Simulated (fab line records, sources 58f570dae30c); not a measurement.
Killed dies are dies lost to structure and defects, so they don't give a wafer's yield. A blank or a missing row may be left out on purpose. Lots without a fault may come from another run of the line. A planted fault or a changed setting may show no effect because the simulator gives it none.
Problem report in the 8D (eight disciplines) form, filled by code | flow berkeley_cmos170 | the parts of the form that need people (team, actions taken, sign-off) are left out

1. THE PROBLEM
cd_nm at UCB170_PSD_CD_MEAS_06 reads a mean of 1222.7 nm on 6 wafers of 2 lots; wafers without a fault read 1199.7 nm with a standard deviation of 1.6. That is +14 standard deviations from the usual mean.
The step: target cd 1200 nm.
First seen on wafer L377.1, day 11 00:11, on cd_sem-01. The record holds 42 wafers of 14 lots with a number at this step. Rule for "out", or "out of limits": more than 4 standard deviations from the usual mean. The other wafers with a number count as sound.

2. WHAT IT IS AND WHAT IT IS NOT
question                    | is                     | is not
which readings at this step | cd_nm                  | -
which lots                  | L374, L377             | L355, L356, L359, L360, L361, L362, L364, L365, L367, L368, L369, L371
which wafers of those lots  | all that have a number | -
read on which gauges        | cd_sem-01, cd_sem-02   | -
when                        | from day 11 00:11      | up to then (36 sound wafers)

3. SUSPECTS, AND WHAT RULES EACH OUT
Counting: a tool at a process step up to the reading stays a suspect if it ran every lot that is out and no sound lot after the first of them.
- the gauge at UCB170_PSD_CD_MEAS_06: ruled out. The wafers that are out were read on 2 gauges (cd_sem-01, cd_sem-02).
- litho_track-04 at UCB170_PSD_PEB_04: kept. It ran every lot that is out, first L377 (day 10 23:54), and no sound lot after that; its last sound lot up to then is L369 (day 9 09:47).
Left after counting: litho_track-04 at UCB170_PSD_PEB_04.

4. THE CAUSE (what the simulator had put in)
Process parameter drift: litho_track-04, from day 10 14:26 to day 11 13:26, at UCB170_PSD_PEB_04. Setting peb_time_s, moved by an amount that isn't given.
Counting left only this tool.

5. THE CHAIN OF EFFECTS, in route order
Each row: a reading whose mean over the struck wafers that have a number lies more than 3 standard deviations from the usual. Only readings for which the record gives a usual standard deviation are gone through. hours: the time from each lot's start at the first step in this table that gives one to its start at this step, as a median over the lots. sigmas: the change in usual standard deviations.
hours | step                  | reading | usual     | on struck wafers | change | sigmas
0     | UCB170_PSD_CD_MEAS_06 | cd_nm   | 1199.7 nm | 1222.7           | +23.0  | +14

6. WHAT WOULD HAVE CAUGHT IT SOONER
In this record the first reading out of limits at a measuring or inspecting step was taken at day 11 00:11, 10 hours after the fault began at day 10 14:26.
Of the lots that are out (2), L374 began UCB170_PSD_PEB_04 on litho_track-04 after day 11 00:11. A hold on the tool at that time would have spared it.
